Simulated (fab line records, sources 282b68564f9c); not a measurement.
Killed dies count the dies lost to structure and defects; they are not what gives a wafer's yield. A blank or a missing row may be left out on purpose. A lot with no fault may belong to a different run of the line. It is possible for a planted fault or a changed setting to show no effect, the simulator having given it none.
Check of tool commonality ; flow ritCmos ; Sample size 13 lots and 39 wafers

== WHAT PROMPTED THE OPENING ==
1 of 13 lots carry a flag on the reading NWELL_TW at RIT_NWELL_TW_MEAS_10. No-fault wafers: 2156, standard deviation 22.
Rule: flag the lot when none of its wafers has a number, or when each of its wafers that has one lies beyond 4 standard deviations from that mean. All remaining lots are regarded as sound.

lot;measured;on;NWELL_TW, wafer by wafer;flag
L991;day 1 23:00;filmMetro-01;2119 2118 2111;
L993;day 2 06:56;filmMetro-02;2147 2158 2162;
L994;day 2 12:05;filmMetro-01;2106 2121 2113;
L997;day 3 03:44;filmMetro-04;2169 2180 2178;
L103;day 4 10:26;filmMetro-01;2038 2048 2042;FLAGGED
L104;day 4 16:04;filmMetro-01;2118 2119 2110;
L105;day 4 22:46;filmMetro-04;2174 2172 2167;
L106;day 4 23:58;filmMetro-02;2161 2158 2160;
L108;day 5 10:58;filmMetro-04;2172 2180 2169;
L110;day 5 19:53;filmMetro-04;2169 2176 2168;
L111;day 6 01:16;filmMetro-02;2171 2168 2159;
L112;day 6 05:55;filmMetro-04;2186 2193 2177;
L114;day 6 15:47;filmMetro-02;2179 2169 2172;
The mean of the flagged lots' numbers is 2043, -113 from the usual (-5 standard deviations).

== EACH LOT AND THE TOOL IT RAN ON ==
The record holds 1 process step before the reading, out of a route of 202 steps. Cell contents, in order: the tool; ch with the chambers the sampled wafers went through; the start.
lot;flag;RIT_NWELL_DEVELOP_05
L991;;lithoTrack-02 ch 0, day 1 22:00
L993;;lithoTrack-02 ch 0, day 2 06:00
L994;;lithoTrack-03 ch 0, day 2 11:00
L997;;lithoTrack-03 ch 0, day 3 02:00
L103;FLAGGED;lithoTrack-03 ch 0, day 4 09:00
L104;;lithoTrack-04 ch 0, day 4 15:00
L105;;lithoTrack-04 ch 0, day 4 21:00
L106;;lithoTrack-02 ch 0, day 4 23:00
L108;;lithoTrack-02 ch 0, day 5 10:00
L110;;lithoTrack-04 ch 0, day 5 19:00
L111;;lithoTrack-04 ch 0, day 6 00:00
L112;;lithoTrack-02 ch 0, day 6 05:00
L114;;lithoTrack-02 ch 0, day 6 15:00
What these steps do:
- RIT_NWELL_DEVELOP_05: develop time 68 s.
- RIT_NWELL_TW_MEAS_10

== FLAGGED OVER TOTAL, TOOL BY TOOL (the gauges that took the reading come last) ==
step;tool;lots run;flagged;share of the flagged lots;sound lots run after its first flagged lot
RIT_NWELL_DEVELOP_05;lithoTrack-02;6;0;none;-
RIT_NWELL_DEVELOP_05;lithoTrack-03;3;1;all;0
RIT_NWELL_DEVELOP_05;lithoTrack-04;4;0;none;-
RIT_NWELL_TW_MEAS_10;filmMetro-01;4;1;all;1 (L104)
RIT_NWELL_TW_MEAS_10;filmMetro-02;4;0;none;-
RIT_NWELL_TW_MEAS_10;filmMetro-04;5;0;none;-

== WHAT THE TABLE ALLOWS ==
2 rows of the table ran every flagged lot: lithoTrack-03 at RIT_NWELL_DEVELOP_05, filmMetro-01 at RIT_NWELL_TW_MEAS_10.
- lithoTrack-03 at RIT_NWELL_DEVELOP_05 ran 3 lots, 1 of them flagged. It ran its last sound lot, L997, at day 3 02:00 and its first flagged lot, L103, at day 4 09:00: a fault with its onset between the two fits.
- filmMetro-01 at RIT_NWELL_TW_MEAS_10 ran 4 lots, 1 of them flagged. Lots that were sound ran on it after the first flagged one (L104); a persistent fault on the entire tool would not allow that.
Just one tool remains: lithoTrack-03 at RIT_NWELL_DEVELOP_05.

== WHAT THE SIMULATOR PUT IN ==
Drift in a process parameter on lithoTrack-03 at RIT_NWELL_DEVELOP_05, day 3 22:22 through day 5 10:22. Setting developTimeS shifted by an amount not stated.
Shown lots that were struck: L103. Same finding as the rule above.
